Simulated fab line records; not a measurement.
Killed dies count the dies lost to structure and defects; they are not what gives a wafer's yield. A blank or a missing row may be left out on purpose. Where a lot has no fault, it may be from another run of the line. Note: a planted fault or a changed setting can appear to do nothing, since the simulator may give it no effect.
What tool caused it? | flow berkeley_cmos170 | 14 lots with 42 wafers sampled at 2 steps, on a route of 331 steps

== WHAT THE GAUGES SHOWED, per wafer ==
Not one reading of a measure or inspect step in the record can be checked against a usual standard deviation.

== WHAT TOOL EACH LOT RAN ON (gives the tool, then ch and the chambers of the sampled wafers, and finally the start) ==
lot  | UCB170_M3_METAL_ETCH_18           | UCB170_M3_STRIP_19
L470 | rie_metal-02 ch 0, day 7 18:19    | plasma_asher-02 ch 0,1, day 7 18:42
L471 | rie_metal-01 ch 0,1, day 7 18:34  | plasma_asher-04 ch 0,1, day 7 18:45
L472 | rie_metal-01 ch 0,1, day 8 02:57  | plasma_asher-02 ch 0,1, day 8 03:08
L476 | rie_metal-01 ch 0,1, day 9 11:23  | plasma_asher-01 ch 0,1, day 9 11:34
L477 | rie_metal-01 ch 0,1, day 9 12:55  | plasma_asher-04 ch 0,1, day 9 13:07
L484 | rie_metal-02 ch 0,1, day 10 17:57 | plasma_asher-04 ch 0,1, day 10 18:08
L485 | rie_metal-03 ch 0,1, day 10 18:14 | plasma_asher-01 ch 0,1, day 10 18:25
L486 | rie_metal-03 ch 0,1, day 11 05:26 | plasma_asher-01 ch 0, day 11 05:37
L488 | rie_metal-02 ch 0,1, day 11 20:13 | plasma_asher-01 ch 0,1, day 11 20:23
L489 | rie_metal-03 ch 0,1, day 11 23:28 | plasma_asher-02 ch 1, day 11 23:39
L491 | rie_metal-03 ch 0,1, day 12 16:38 | plasma_asher-04 ch 0,1, day 12 16:50
L490 | rie_metal-02 ch 0, day 12 17:03   | plasma_asher-01 ch 0,1, day 12 17:14
L492 | rie_metal-01 ch 0,1, day 13 00:41 | plasma_asher-04 ch 0,1, day 13 00:52
L493 | rie_metal-02 ch 0,1, day 13 12:38 | plasma_asher-04 ch 0,1, day 13 12:47
- UCB170_M3_METAL_ETCH_18: etches Al in Cl2/BCl3, stops on SiO2, target depth 1170 nm, time 195 s.
- UCB170_M3_STRIP_19: strips in O2.

== AS READ BY THE TOOLS THEMSELVES (means over the sampled wafers that have a number; for cases with no such wafer, the mark the record gives instead) ==
UCB170_M3_METAL_ETCH_18. Usual: chamber_pressure_mTorr 11.999 mTorr, standard deviation 0.011; drypump_motor_current_A 5.5 A, standard deviation 0.58; he_backside_leak_sccm 3.23 sccm, standard deviation 0.22; oes_product_au 0.858 a.u., standard deviation 0.0094; throttle_valve_pct 24.39 %, standard deviation 0.15.
lot  | tool         | chamber_pressure_mTorr (mTorr) | drypump_motor_current_A (A) | he_backside_leak_sccm (sccm) | oes_product_au (a.u.) | throttle_valve_pct (%) | flag
L470 | rie_metal-02 | 12.006                         | 6.4                         | 3.49                         | 0.846                 | 24.25                  |
L471 | rie_metal-01 | 12.002                         | 5.5                         | 2.96                         | 0.866                 | 24.48                  |
L472 | rie_metal-01 | 12.003                         | 5.5                         | 2.99                         | 0.863                 | 24.48                  |
L476 | rie_metal-01 | 18.005                         | 5.3                         | 3.15                         | 0.870                 | 24.59                  | OFF
L477 | rie_metal-01 | 18.001                         | 5.5                         | 3.19                         | 0.870                 | 24.49                  | OFF
L484 | rie_metal-02 | 11.995                         | 6.2                         | 3.30                         | 0.844                 | 24.30                  |
L485 | rie_metal-03 | 11.995                         | 5.1                         | 3.15                         | 0.857                 | 24.31                  |
L486 | rie_metal-03 | 12.011                         | 5.4                         | 3.34                         | 0.862                 | 24.34                  |
L488 | rie_metal-02 | 11.988                         | 5.9                         | 3.21                         | 0.859                 | 24.36                  |
L489 | rie_metal-03 | 11.991                         | 5.1                         | 3.16                         | 0.860                 | 24.32                  |
L491 | rie_metal-03 | 11.994                         | 5.1                         | 3.29                         | 0.848                 | 24.32                  |
L490 | rie_metal-02 | 11.998                         | 6.4                         | 3.39                         | 0.846                 | 24.26                  |
L492 | rie_metal-01 | 11.989                         | 5.3                         | 3.07                         | 0.865                 | 24.60                  |
L493 | rie_metal-02 | 11.989                         | 6.2                         | 3.39                         | 0.851                 | 24.31                  |

UCB170_M3_STRIP_19. Usual: drypump_motor_current_A 5.8 A, standard deviation 0.46; oes_product_au 0.545 a.u., standard deviation 0.0087.
lot  | tool            | drypump_motor_current_A (A) | oes_product_au (a.u.) | flag
L470 | plasma_asher-02 | 5.2                         | 0.542                 |
L471 | plasma_asher-04 | 5.8                         | 0.550                 |
L472 | plasma_asher-02 | 5.2                         | 0.547                 |
L476 | plasma_asher-01 | 6.2                         | 0.510                 | OFF
L477 | plasma_asher-04 | 5.8                         | 0.499                 | OFF
L484 | plasma_asher-04 | 6.0                         | 0.537                 |
L485 | plasma_asher-01 | 6.3                         | 0.562                 |
L486 | plasma_asher-01 | 6.1                         | 0.553                 |
L488 | plasma_asher-01 | 6.2                         | 0.536                 |
L489 | plasma_asher-02 | 5.7                         | 0.551                 |
L491 | plasma_asher-04 | 5.8                         | 0.546                 |
L490 | plasma_asher-01 | 6.2                         | 0.532                 |
L492 | plasma_asher-04 | 5.8                         | 0.547                 |
L493 | plasma_asher-04 | 6.0                         | 0.532                 |

== THE ANSWER, worked out from the rows above alone ==
Rule: a lot counts as off when the mean over its wafers that have a number is more than 3 standard deviations away from the usual mean. A lot without any number at a reading at which 4 lots or more have one is off too. The other lots that the step has rows for count as sound. The gauges are gone through in route order, then the tools' own readings, and for those a lot's mean is taken as printed above. The first step at which some lot is off is used, and at that step the reading that is off furthest; a lot without a number counts as furthest.
Off: L476, L477 (UCB170_M3_METAL_ETCH_18, chamber_pressure_mTorr).
A tool fits if, at that step or a process step before it, it ran every lot that is off, and no sound lot after the first of them. None of those tried fits.

== WHAT THE SIMULATOR HAD PUT IN ==
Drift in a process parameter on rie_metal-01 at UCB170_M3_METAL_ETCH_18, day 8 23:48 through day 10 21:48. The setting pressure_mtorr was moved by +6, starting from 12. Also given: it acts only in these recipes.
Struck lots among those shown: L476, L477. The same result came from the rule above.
